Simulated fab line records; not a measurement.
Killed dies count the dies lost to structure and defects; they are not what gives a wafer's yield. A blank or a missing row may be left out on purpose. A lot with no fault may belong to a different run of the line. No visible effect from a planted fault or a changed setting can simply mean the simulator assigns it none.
Which tool is to blame? -- flow berkeley cmos170 -- 42 wafers from 14 lots sampled at 7 of the route's 331 steps

== WHAT THE GAUGES SHOWED, per wafer ==
UCB170_PFIELD_TW_MEAS_09.
lot,measured,on,PFIELD_TW
L938,day 6 00:39,film metro-02,599.8 600.5 600.8
L937,day 6 00:46,film metro-04,603.0 603.5 601.2
L939,day 6 00:56,film metro-01,600.6 599.9 597.4
L934,day 6 01:30,film metro-04,602.5 603.4 599.7
L941,day 6 08:08,film metro-01,599.1 604.8 597.6
L942,day 6 19:25,film metro-04,601.4 597.2 599.2
L943,day 7 02:20,film metro-02,597.9 600.0 599.3
L951,day 8 12:46,film metro-04,600.5 601.3 602.6
L952,day 8 12:50,film metro-04,602.6 602.2 601.9
L950,day 8 13:32,film metro-02,594.9 598.8 600.5
L954,day 8 17:20,film metro-02,595.3 596.1 594.7
L956,day 9 12:44,film metro-04,605.2 602.9 602.0
L955,day 9 12:49,film metro-02,603.8 604.3 604.5
L957,day 9 13:00,film metro-02,597.7 598.2 598.1

UCB170_NSD_TW_MEAS_10.
lot,measured,on,NSD_TW
L938,day 8 20:22,film metro-03,4150 4189 4206
L937,day 8 20:01,film metro-04,4173 4185 4194
L939,day 8 20:41,film metro-03,4153 4164 4161
L934,day 8 19:52,film metro-04,4206 4169 4174
L941,day 9 06:19,film metro-03,4192 4167 4177
L942,day 9 14:07,film metro-03,4189 4181 4188
L943,day 10 04:37,film metro-04,4175 4174 4153
L951,day 11 12:34,film metro-04,4416 4419 4426
L952,day 11 13:04,film metro-03,4172 4168 4162
L950,day 11 12:51,film metro-03,4408 4401 4402
L954,day 11 12:44,film metro-01,4179 4203 4204
L956,day 12 14:02,film metro-03,4182 4174 4185
L955,day 12 14:41,film metro-01,4168 4158 4148
L957,day 12 14:25,film metro-04,4182 4195 4186

UCB170_SDANNEAL_RS_MEAS_03: the measuring method here is four-point-probe.
lot,measured,on,NSD_RS (ohm/sq)
L938,day 8 21:56,film metro-03,37.34 37.28 37.30
L937,day 8 21:49,film metro-04,37.27 37.29 37.23
L939,day 8 22:38,film metro-04,37.41 37.47 37.41
L934,day 8 21:29,film metro-03,37.27 37.27 37.42
L941,day 9 10:18,film metro-03,37.27 37.32 37.32
L942,day 9 16:04,film metro-01,37.12 37.22 37.23
L943,day 10 07:28,film metro-04,37.28 37.28 37.23
L951,day 11 13:59,film metro-04,35.15 35.08 35.12
L952,day 11 14:31,film metro-01,37.16 37.13 37.17
L950,day 11 14:21,film metro-03,35.01 34.99 35.06
L954,day 11 14:01,film metro-01,37.08 37.10 36.98
L956,day 12 15:41,film metro-03,37.22 37.27 37.31
L955,day 12 16:08,film metro-03,37.39 37.33 37.37
L957,day 12 15:57,film metro-04,37.29 37.26 37.30

UCB170_V2_CD_MEAS_90: the cd target is 700 nm.
lot,measured,on,cd nm (nm)
L938,day 9 20:45,cd sem-01,699.4 701.1 699.9
L937,day 9 21:32,cd sem-01,700.2 701.2 699.4
L939,day 9 21:12,cd sem-01,699.4 698.4 700.7
L934,day 9 20:13,cd sem-01,700.8 699.3 700.0
L941,day 10 08:27,cd sem-01,701.5 700.7 699.7
L942,day 10 09:58,cd sem-02,699.2 699.5 698.7
L943,day 11 02:22,cd sem-02,699.4 698.6 698.2
L951,day 12 09:00,cd sem-02,700.5 699.1 701.9
L952,day 12 13:02,cd sem-02,699.6 699.6 698.7
L950,day 12 13:28,cd sem-01,701.5 700.7 702.2
L954,day 12 12:56,cd sem-01,698.4 698.1 697.7
L956,day 13 09:12,cd sem-02,698.6 700.0 697.3
L955,day 13 10:55,cd sem-01,701.9 699.7 702.1
L957,day 13 10:28,cd sem-02,700.7 700.8 701.8

== WHAT TOOL EACH LOT RAN ON (gives the tool, then ch and the chambers of the sampled wafers, and finally the start) ==
lot,UCB170_NSD_IMPLANT_08,UCB170_NSD_STRIP_09,UCB170_V1_STRIP_15
L938,"implanter-04 ch 0, day 8 20:07","plasma asher-01 ch 0,1, day 8 20:16","plasma asher-01 ch 0,1, day 9 13:19"
L937,"implanter-03 ch 0, day 8 19:46","plasma asher-03 ch 0,1, day 8 19:55","plasma asher-01 ch 0,1, day 9 16:23"
L939,"implanter-01 ch 0, day 8 20:27","plasma asher-03 ch 0,1, day 8 20:35","plasma asher-04 ch 0,1, day 9 13:23"
L934,"implanter-01 ch 0, day 8 19:37","plasma asher-01 ch 0,1, day 8 19:44","plasma asher-04 ch 1, day 9 12:35"
L941,"implanter-01 ch 0, day 9 06:04","plasma asher-04 ch 0,1, day 9 06:13","plasma asher-04 ch 0,1, day 9 23:25"
L942,"implanter-03 ch 0, day 9 13:52","plasma asher-01 ch 0,1, day 9 14:01","plasma asher-03 ch 0,1, day 10 04:13"
L943,"implanter-04 ch 0, day 10 04:22","plasma asher-03 ch 0,1, day 10 04:31","plasma asher-04 ch 0,1, day 10 19:48"
L951,"implanter-03 ch 0, day 11 12:19","plasma asher-04 ch 0,1, day 11 12:28","plasma asher-03 ch 0,1, day 12 03:25"
L952,"implanter-04 ch 0, day 11 12:49","plasma asher-04 ch 0,1, day 11 12:58","plasma asher-03 ch 0,1, day 12 04:05"
L950,"implanter-03 ch 0, day 11 12:37","plasma asher-01 ch 0,1, day 11 12:44","plasma asher-01 ch 0,1, day 12 04:23"
L954,"implanter-04 ch 0, day 11 12:31","plasma asher-03 ch 0,1, day 11 12:39","plasma asher-01 ch 0,1, day 12 03:38"
L956,"implanter-04 ch 0, day 12 13:49","plasma asher-03 ch 0,1, day 12 13:57","plasma asher-03 ch 0,1, day 13 03:39"
L955,"implanter-04 ch 0, day 12 14:26","plasma asher-03 ch 0,1, day 12 14:35","plasma asher-01 ch 1, day 13 05:11"
L957,"implanter-01 ch 0, day 12 14:11","plasma asher-01 ch 0,1, day 12 14:19","plasma asher-03 ch 1, day 13 04:49"
- UCB170_NSD_IMPLANT_08
- UCB170_NSD_STRIP_09: strips in O2.
- UCB170_V1_STRIP_15: strips in O2.

== AS READ BY THE TOOLS THEMSELVES (means over the sampled wafers that have a number; for cases with no such wafer, the mark the record gives instead) ==
UCB170_NSD_IMPLANT_08.
lot,tool,beam energy keV,beam on s (s)
L938,implanter-04,40.008,9.93
L937,implanter-03,39.997,10.27
L939,implanter-01,39.993,9.84
L934,implanter-01,39.999,10.02
L941,implanter-01,40.005,9.97
L942,implanter-03,40.003,10.12
L943,implanter-04,39.984,10.22
L951,implanter-03,48.801,9.89
L952,implanter-04,39.998,9.75
L950,implanter-03,48.797,9.96
L954,implanter-04,40.004,9.98
L956,implanter-04,39.988,9.85
L955,implanter-04,40.014,9.95
L957,implanter-01,40.009,10.02

UCB170_NSD_STRIP_09.
lot,tool,drypump motor current A (A),o2 flow sccm (sccm),oes product au (a.u.),strip time to endpoint s (s)
L938,plasma asher-01,5.68,401.5,0.534,35.91
L937,plasma asher-03,6.15,399.5,0.533,35.92
L939,plasma asher-03,6.04,400.2,0.534,35.86
L934,plasma asher-01,5.66,401.2,0.534,35.92
L941,plasma asher-04,6.16,400.0,0.534,35.89
L942,plasma asher-01,5.69,400.6,0.531,35.77
L943,plasma asher-03,6.15,399.7,0.535,35.90
L951,plasma asher-04,6.17,400.4,0.511,38.97
L952,plasma asher-04,5.99,399.8,0.531,35.80
L950,plasma asher-01,5.69,398.6,0.509,39.05
L954,plasma asher-03,6.14,400.4,0.529,35.93
L956,plasma asher-03,6.14,399.9,0.532,35.92
L955,plasma asher-03,6.14,400.0,0.533,35.77
L957,plasma asher-01,5.69,399.7,0.536,35.90

UCB170_V1_STRIP_15.
lot,tool,drypump motor current A (A),o2 flow sccm (sccm),oes product au (a.u.),strip time to endpoint s (s)
L938,plasma asher-01,5.68,400.6,0.722,15.31
L937,plasma asher-01,5.67,401.0,0.720,15.29
L939,plasma asher-04,5.99,400.5,0.719,15.25
L934,plasma asher-04,6.32,399.6,0.718,15.30
L941,plasma asher-04,6.00,400.2,0.723,15.08
L942,plasma asher-03,6.03,400.4,0.717,15.40
L943,plasma asher-04,6.16,400.8,0.720,15.28
L951,plasma asher-03,6.03,399.9,0.719,15.30
L952,plasma asher-03,6.14,400.2,0.724,15.20
L950,plasma asher-01,5.65,401.0,0.726,15.37
L954,plasma asher-01,5.67,400.0,0.720,15.24
L956,plasma asher-03,6.15,401.5,0.722,15.34
L955,plasma asher-01,5.73,401.2,0.718,15.26
L957,plasma asher-03,6.25,400.8,0.722,15.23

== THE ANSWER, worked out from the rows above alone ==
Rule: the usual values come from the lots themselves. Put in order of their means at a reading, lots are off if they are a third of the lots or fewer, leave a main group of 4 or more, and stand apart from it by a gap of 3 or more times the standard deviation of the main group's means; of several such gaps the widest counts. A main group is skipped when, at the precision printed for the reading in the tables above, its means are all equal. A lot without any number at a reading at which 4 lots or more have one is off too. The other lots that the step has rows for count as sound. Order of review: gauges by route order, followed by the tools' own readings, for which a lot's mean as printed above is used. The first step at which some lot is off is used, and at that step the reading that is off furthest; a lot without a number counts as furthest.
Off: L951, L950, seen at UCB170_NSD_TW_MEAS_10 (NSD_TW). Main group: mean 4177, sd 11.
If a tool, at a process step before that reading, ran all the lots that are off and no sound lot after the first of them, it fits. The gauges at UCB170_NSD_TW_MEAS_10 aren't tried: what is off there is off at UCB170_NSD_IMPLANT_08 too, on other tools, and a gauge's error can't cause that. One fits: UCB170_NSD_IMPLANT_08 on implanter-03. Its last sound lot is L942 (day 9 13:52), its first lot that is off L951 (day 11 12:19): a fault that began between those two fits.
The tool's own readings at UCB170_NSD_IMPLANT_08 bear it out: on the lots that are off they differ by more than 5 times the standard deviation of the sound lots' means. beam energy keV reads 48.799 there against 40.000 on the sound lots.

== WHAT THE SIMULATOR HAD INSERTED ==
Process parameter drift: implanter-03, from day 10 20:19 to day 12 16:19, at UCB170_NSD_IMPLANT_08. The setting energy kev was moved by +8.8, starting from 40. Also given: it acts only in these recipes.
Lots struck among those shown: L951, L950. The rule above found the same.
